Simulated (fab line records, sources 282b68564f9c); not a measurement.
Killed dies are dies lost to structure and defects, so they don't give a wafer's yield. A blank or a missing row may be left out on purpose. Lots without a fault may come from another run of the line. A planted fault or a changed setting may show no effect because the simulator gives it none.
Chamber matching | flow rit_cmos | RIT_CONTACT_ETCH_11 on rie_diel-04: 4 sister chambers
The step etches SiO2 in CHF3/CF4/Ar, stops on TiSi2, target depth 480 nm, time 320 s. 14 wafers are shown with their chamber, then 7 later ones without.

WAFERS WITH THEIR CHAMBER
wafer  | chamber | throttle_valve_pct (%) | drypump_motor_current_A (A) | oes_product_au (a.u.)
L681.1 | 1       | 8.80                   | 5.7                         | 0.981
L681.2 | 3       | 9.02                   | 5.5                         | 1.005
L681.6 | 2       | 9.05                   | 6.2                         | 0.964
L682.1 | 1       | 8.81                   | 5.7                         | 0.970
L682.4 | 3       | 9.03                   | 5.4                         | 0.996
L682.5 | 1       | 8.81                   | 5.8                         | 0.980
L687.1 | 1       | 8.78                   | 5.7                         | 0.974
L687.4 | 3       | 9.01                   | 5.5                         | 1.000
L687.5 | 2       | 9.06                   | 6.2                         | 0.952
L693.1 | 2       | 9.05                   | 6.2                         | 0.962
L693.4 | 0       | 8.91                   | 6.2                         | 0.972
L693.6 | 1       | 8.81                   | 5.8                         | 0.976
L696.2 | 3       | 9.02                   | 5.4                         | 1.001
L696.4 | 2       | 9.06                   | 6.2                         | 0.964

SIGNATURES (means of the wafers above)
reading                 | chamber 0 | chamber 1 | chamber 2 | chamber 3 | scatter within a chamber
throttle_valve_pct      | 8.9100    | 8.8020    | 9.0550    | 9.0200    | 0.0099
drypump_motor_current_A | 6.200     | 5.740     | 6.200     | 5.450     | 0.0469
oes_product_au          | 0.97200   | 0.97620   | 0.96050   | 1.00050   | 0.0047
Rule: a wafer's distance from a chamber is the root of the sum, over the readings, of the square of ((its reading less the chamber's mean) divided by the reading's scatter). The wafer belongs to the nearest chamber; if the next one is less than 2 further off, it can't be placed. The scatter: the root of (the sum of the squares of (reading less its chamber's mean) over the shown wafers, divided by (wafers less chambers)).

WAFERS WITHOUT THEIR CHAMBER
wafer  | throttle_valve_pct (%) | drypump_motor_current_A (A) | oes_product_au (a.u.)
L696.5 | 9.05                   | 5.4                         | 0.994
L699.2 | 9.03                   | 5.5                         | 1.002
L699.3 | 9.06                   | 6.2                         | 0.966
L699.4 | 8.89                   | 6.2                         | 0.976
L701.3 | 8.80                   | 5.7                         | 0.983
L701.4 | 9.03                   | 5.5                         | 0.998
L701.6 | 8.90                   | 6.2                         | 0.974

WHICH CHAMBER EACH WENT THROUGH
wafer  | from the rows above | in truth
L696.5 | 3                   | 3
L699.2 | 3                   | 3
L699.3 | 2                   | 2
L699.4 | 0                   | 0
L701.3 | 1                   | 1
L701.4 | 3                   | 3
L701.6 | 0                   | 0
Placed correctly: 7 of 7. Can't be placed from these rows: 0. Placed wrongly: 0.
